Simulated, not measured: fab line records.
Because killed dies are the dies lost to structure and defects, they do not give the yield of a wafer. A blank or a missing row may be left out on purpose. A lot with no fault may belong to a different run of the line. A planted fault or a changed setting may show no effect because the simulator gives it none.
Which tool is to blame? || flow berkeley-cmos170 || 6 lots with 18 wafers sampled at 2 steps, on a route of 331 steps

== WHAT THE GAUGES SHOWED, per wafer ==
UCB170_SILICIDE_RS_MEAS_02: a four-point-probe measurement.
{"lot": "L171", "measured": "day 8 08:00", "on": "film-metro-03", "SILICIDE_TI_RS (ohm/sq)": "24.9 24.6 24.6"}
{"lot": "L175", "measured": "day 9 08:43", "on": "film-metro-02", "SILICIDE_TI_RS (ohm/sq)": "25.1 29.4 25.5"}
{"lot": "L183", "measured": "day 10 17:59", "on": "film-metro-03", "SILICIDE_TI_RS (ohm/sq)": "25.3 25.2 25.0"}
{"lot": "L187", "measured": "day 12 02:12", "on": "film-metro-03", "SILICIDE_TI_RS (ohm/sq)": "24.9 24.8 25.0"}
{"lot": "L188", "measured": "day 12 11:03", "on": "film-metro-02", "SILICIDE_TI_RS (ohm/sq)": "24.7 25.1 24.7"}
{"lot": "L191", "measured": "day 12 12:16", "on": "film-metro-03", "SILICIDE_TI_RS (ohm/sq)": "24.9 24.6 24.8"}

== EACH LOT AND THE TOOL THAT RAN IT (in order: tool; ch and the chambers of the sampled wafers; start) ==
{"lot": "L171", "UCB170_SILICIDE_SPUTTER_01": "pvd-sputter-02, day 8 07:57"}
{"lot": "L175", "UCB170_SILICIDE_SPUTTER_01": "pvd-sputter-02, day 9 08:40"}
{"lot": "L183", "UCB170_SILICIDE_SPUTTER_01": "pvd-sputter-01, day 10 17:56"}
{"lot": "L187", "UCB170_SILICIDE_SPUTTER_01": "pvd-sputter-01, day 12 02:10"}
{"lot": "L188", "UCB170_SILICIDE_SPUTTER_01": "pvd-sputter-01, day 12 11:01"}
{"lot": "L191", "UCB170_SILICIDE_SPUTTER_01": "pvd-sputter-04, day 12 12:14"}
- UCB170_SILICIDE_SPUTTER_01: material Ti, target thk 30 nm, time 25 s.

== THE ANSWER, worked out from the rows above alone ==
Rule: what is usual is taken from the lots themselves. The widest of any qualifying gaps counts: lots, ordered by their means at a reading, are off when they make up no more than a third of the lots, leave a main group of 4 or more, and stand apart from it by 3 or more times the standard deviation of that group's means. If all means in a main group match to the digits the tables above print for the reading, that group is not used. A lot without any number at a reading at which 4 lots or more have one is off too. Where the step has rows for the other lots, those lots are counted as sound.
Off: L175, at UCB170_SILICIDE_RS_MEAS_02 (SILICIDE_TI_RS). The main group: mean 24.9 ohm/sq, standard deviation 0.16.
A tool fits if, at a process step before that reading, it ran every lot that is off, and no sound lot after the first of them. The gauges at UCB170_SILICIDE_RS_MEAS_02 are tried like those tools. One candidate fits, namely pvd-sputter-02 at UCB170_SILICIDE_SPUTTER_01. Its last sound lot is L171 (day 8 07:57), its first lot that is off L175 (day 9 08:40): a fault that began between those two fits.

== WHAT THE SIMULATOR HAD PUT IN ==
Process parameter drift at UCB170_SILICIDE_SPUTTER_01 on pvd-sputter-02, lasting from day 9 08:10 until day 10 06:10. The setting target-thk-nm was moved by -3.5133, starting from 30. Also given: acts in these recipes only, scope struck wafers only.
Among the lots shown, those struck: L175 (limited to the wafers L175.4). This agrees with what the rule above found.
